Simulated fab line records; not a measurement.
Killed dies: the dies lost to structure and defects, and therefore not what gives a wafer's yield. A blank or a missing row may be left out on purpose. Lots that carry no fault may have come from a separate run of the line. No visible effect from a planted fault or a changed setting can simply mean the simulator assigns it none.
A lot that was struck, set against a sound lot :: flow berkeleyCmos170 :: 16 steps out of a route of 331
Sound: these wafers, L526.3, L526.5, L526.6. Wafers struck: L536.3, L536.4, L536.5. At the end, the cause is stated.
Each step with rows lists, per side, the tool, then ch with its chambers, then its first start. Under that, the readings that differ: sound wafers :: struck wafers :: difference of the means :: sigmas: that difference in standard deviations of wafers without a fault.
alike: a reading whose means differ by less than 2 such deviations, as well as words and numbers matching on both sides. not compared: withheld readings; readings where some wafer has no value; bounds like >300 that might hide an equal value; numbers whose values overlap and for which the record gives no deviation.
Wherever a step has rows on one side only, a row that says differs or no value, or a row with sigmas, the two part there. When numbers do not overlap yet have no deviation, they are printed without sigmas and do not part them. A reading that every wafer of one side lacks parts them only if that side has two wafers or more.

UCB170_M2_SOFTBAKE_11: time 61.37 s.
  sound on lithoTrack-01 ch 0; struck on lithoTrack-03 ch 0
  alike: plateSensorTCentreC, plateSensorTEdgeC, resistLineTempC, softbakeTempC
then, 3 steps without rows for these wafers: UCB170_M2_EXPOSE_12 (exposes mask METAL2, target cd 700 nm); UCB170_M2_PEB_13; UCB170_M2_DEVELOP_14 (develop time 45 s).
UCB170_M2_CD_MEAS_15 targets a cd of 700 nm.
  sound on cdSem-02, day 8 22:35; struck on cdSem-02, day 12 05:09
  alike: cdNm
UCB170_M2_OVL_MEAS_16:
  sound on overlay-01, day 8 22:41; struck on overlay-01, day 12 05:14
  alike: M2_OVL
UCB170_M2_ETCH_17: etches BARC in N2/H2.
  sound on rieDiel-01 ch 0,1, day 8 22:42; struck on rieDiel-04 ch 0,2, day 12 05:16
  alike: drypumpMotorCurrentA, oesProductAu, throttleValvePct
UCB170_M2_METAL_ETCH_18: etches Al in Cl2/BCl3, stops on SiO2, target depth 1170 nm, time 195 s.
  sound on rieMetal-04 ch 0,1, day 8 22:49; struck on rieMetal-02 ch 0, day 12 05:26
  alike: drypumpMotorCurrentA, oesProductAu, throttleValvePct
  not compared: rfHoursCounterH
UCB170_M2_STRIP_19: strips in O2.
  sound on plasmaAsher-04 ch 0,1, day 8 22:58; struck on plasmaAsher-02 ch 0,1, day 12 05:43
  alike: drypumpMotorCurrentA, o2FlowSccm, oesProductAu
  not compared: rfHoursCounterH
UCB170_M2_CD_MEAS_90 targets a cd of 700 nm.
  sound on cdSem-02, day 8 23:04; struck on cdSem-02, day 12 05:50
  alike: cdNm
UCB170_V2_CVD_00: deposits SiO2 from TEOS/O2, target thk 2000 nm, time 250 s.
  sound on pecvd-01 ch 1,2, day 8 23:09; struck on pecvd-04 ch 0,1,2, day 12 05:55
  alike: heaterPowerW
  not compared: sinceWetCleanH
UCB170_V2_THK_MEAS_01:
  sound on filmMetro-03, day 8 23:20; struck on filmMetro-02, day 12 06:05
  alike: V2_TEOS_THK
UCB170_V2_CMP_02: polishes SiO2.
  sound on cmp-02 ch 1,2,3, day 8 23:31; struck on cmp-02 ch 0,3, day 12 06:07
reading: model.SiO2_of_V2_CVD_00.thkNm (nm)
sound: 999.9 1000 1002
struck: 1077 1075 1078
difference: +76
sigmas: 
  alike: motorCurrentA, retainingRingPressureFrac
UCB170_V2_BOW_MEAS_03:
  sound on filmMetro-04, day 8 23:43; struck on filmMetro-03, day 12 06:54
reading: V2_BOW (um)
sound: 31 38 38
struck: - - -
difference: no value on the struck wafers
sigmas: 
  not compared: hold
UCB170_V2_THK_MEAS_04:
  sound on filmMetro-04, day 8 23:49; struck on filmMetro-03, day 12 11:22
reading: V2_POLISHED_THK (nm)
sound: 1000.1 999.8 1001.5
struck: 1077.0 1074.6 1076.9
difference: +75.7
sigmas: +54
  not compared: hold
UCB170_M3_PROBE_99:
  sound wafers here have rows in the record (prober-01, day 9 04:37); struck ones have none

WHERE THEY PART
Earliest at UCB170_V2_BOW_MEAS_03; latest, in this record, at UCB170_M3_PROBE_99.

WHY: whatever the simulator had introduced
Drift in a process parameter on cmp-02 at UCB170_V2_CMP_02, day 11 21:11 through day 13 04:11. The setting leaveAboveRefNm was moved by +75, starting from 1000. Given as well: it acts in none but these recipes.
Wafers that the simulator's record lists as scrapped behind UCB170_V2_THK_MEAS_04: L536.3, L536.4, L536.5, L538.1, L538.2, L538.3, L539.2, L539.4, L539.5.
